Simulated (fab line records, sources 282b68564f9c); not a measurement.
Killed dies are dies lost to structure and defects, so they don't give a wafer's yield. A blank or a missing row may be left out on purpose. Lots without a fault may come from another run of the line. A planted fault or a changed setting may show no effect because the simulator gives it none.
A struck lot beside a sound one | flow rit_cmos | 34 steps out of a route of 202
Sound: wafers L830.2, L830.3, L830.4. Struck: wafers L822.4, L822.5, L822.6. The cause comes at the end.
At each step with rows: each side's tool, then ch and its chambers, then its first start. Under that, the readings that differ: sound wafers | struck wafers | difference of the means | sigmas: that difference in standard deviations of wafers without a fault.
alike: readings whose means differ by less than 2 such deviations, and words and numbers that are the same on both sides. not compared: withheld readings, readings that some wafer has no value for, bounds like >300 that may hide the same value, and numbers for which the record gives no deviation and whose values overlap.
The two part at a step that has a row with sigmas, a row that says differs or no value, or rows on one side only. Numbers that don't overlap but have no deviation are shown without sigmas and don't part them. A reading that every wafer of one side lacks parts them only if that side has two wafers or more.

first, 9 steps without rows for these wafers: RIT_ACTIVE_DEVELOP_10 (develop time 49.27 s); RIT_ACTIVE_HARDBAKE_12 (time 60 s); RIT_ACTIVE_ETCH_13 (etches Si3N4 in SF6, stops on SiO2, time 210 s, target depth 210 nm); RIT_ACTIVE_STRIP_14 (strips in O2, time 180 s); RIT_ACTIVE_CLEAN_15 (cleans in SC1, time 600 s); RIT_ACTIVE_CLEAN_16 (cleans in dHF, time 30 s); RIT_ACTIVE_CLEAN_17 (cleans in SC2, time 600 s); RIT_FOX1_OXIDATION_00 (target thk 350.7 nm, ox time 1130 s); RIT_FOX1_WET_ETCH_02 (etches SiO2 in BOE, target depth 350 nm, time 390 s).
RIT_FOX2_OXIDATION_00: target thk 350.7 nm, ox time 1130 s.
  sound on furnace-01 ch 0, day 6 14:16; struck on furnace-03 ch 0, day 4 20:30
  reading                                     | sound                | struck               | difference | sigmas
  spike_tc_centre_C (C)                       | 1102.6 1105.3 1106.6 | 1119.1 1118.6 1116.6 | +13.3      | +9
  spike_tc_load_C (C)                         | 1124.9 1125.8 1124.7 | 1142.1 1143.1 1143.2 | +17.7      | +8
  spike_tc_source_C (C)                       | 1124.0 1123.4 1122.1 | 1137.9 1135.6 1136.4 | +13.5      | +6
  tube_center_temp_C (C)                      | 1099.9 1100 1100.1   | 1115 1115 1114.9     | +15        | +99 or more
  tube_center_temp_C_max                      | 1103.0 1103.2 1102.7 | 1118.1 1117.5 1117.8 | +14.8      | +35
  model.SiO2_of_FOX2_OXIDATION_00.thk_nm (nm) | 341.8 348.8 351.9    | 377.9 376.5 377.3    | +29.7      |
RIT_FOX2_THK_MEAS_01:
  sound on film_metro-01, day 6 15:35; struck on film_metro-03, day 4 22:04
  reading             | sound       | struck      | difference | sigmas
  FOX2_OXIDE_THK (nm) | 342 349 352 | 378 377 377 | +30        | +4
  not compared: hold
then, 1 step without rows for these wafers: RIT_FOX2_WET_ETCH_03 (etches Si3N4 in H3PO4, target depth 195 nm, time 2700 s).
RIT_FOX2_THK_MEAS_90:
  sound on film_metro-03, day 6 16:28; struck on film_metro-01, day 5 02:51
  reading                     | sound       | struck      | difference | sigmas
  FIELD_OXIDE_LEFT_1_THK (nm) | 314 321 324 | 351 349 350 | +30        | +5
  not compared: hold
then, 18 steps without rows for these wafers: RIT_NWELL_COAT_01 (resist thk 1300 nm); RIT_NWELL_SOFTBAKE_02 (time 60 s); RIT_NWELL_EXPOSE_03 (exposes mask M2, target cd 43900 nm); RIT_NWELL_PEB_04; RIT_NWELL_DEVELOP_05 (develop time 68 s); RIT_NWELL_HARDBAKE_07 (time 120 s); RIT_NWELL_IMPLANT_08; RIT_NWELL_STRIP_09 (strips in O2, time 180 s); RIT_PWELL_HMDS_00 (prime time 60 s); RIT_PWELL_COAT_01 (resist thk 1300 nm); RIT_PWELL_SOFTBAKE_02 (time 60 s); RIT_PWELL_EXPOSE_03 (exposes mask M3, target cd 43700 nm); RIT_PWELL_PEB_04; RIT_PWELL_DEVELOP_05 (develop time 70.64 s); RIT_PWELL_HARDBAKE_07 (time 120 s); RIT_PWELL_IMPLANT_08; RIT_PWELL_STRIP_09 (strips in O2, time 180 s); RIT_WELLDRIVE_ANNEAL_00 (time 14700 s).
RIT_FOX2_THK_MEAS_91:
  sound on film_metro-03, day 7 04:51; struck on film_metro-02, day 6 12:05
  reading                     | sound       | struck      | difference | sigmas
  FIELD_OXIDE_LEFT_2_THK (nm) | 246 253 257 | 282 280 281 | +29        | +4
  not compared: hold
RIT_SILICIDE_WET_ETCH_00: etches SiO2 in BOE, target depth 14 nm, time 15 s.
  sound on wet_bench-01 ch 2, day 7 22:03; struck on wet_bench-01 ch 0, day 7 16:42
  reading                                     | sound             | struck            | difference | sigmas
  model.SiO2_of_FOX2_OXIDATION_00.thk_nm (nm) | 141.7 149.1 153.3 | 178.2 176.6 175.8 | +28.8      |
RIT_M1_PROBE_99:
  the record has rows for the sound wafers here (prober-01, day 8 05:34) and none for the struck ones

WHERE THEY PART
First at RIT_FOX2_OXIDATION_00; last, within this record, at RIT_M1_PROBE_99.

WHY: what the simulator had put in
Process parameter drift: furnace-03, from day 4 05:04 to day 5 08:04, at RIT_FOX2_OXIDATION_00. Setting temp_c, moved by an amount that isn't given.
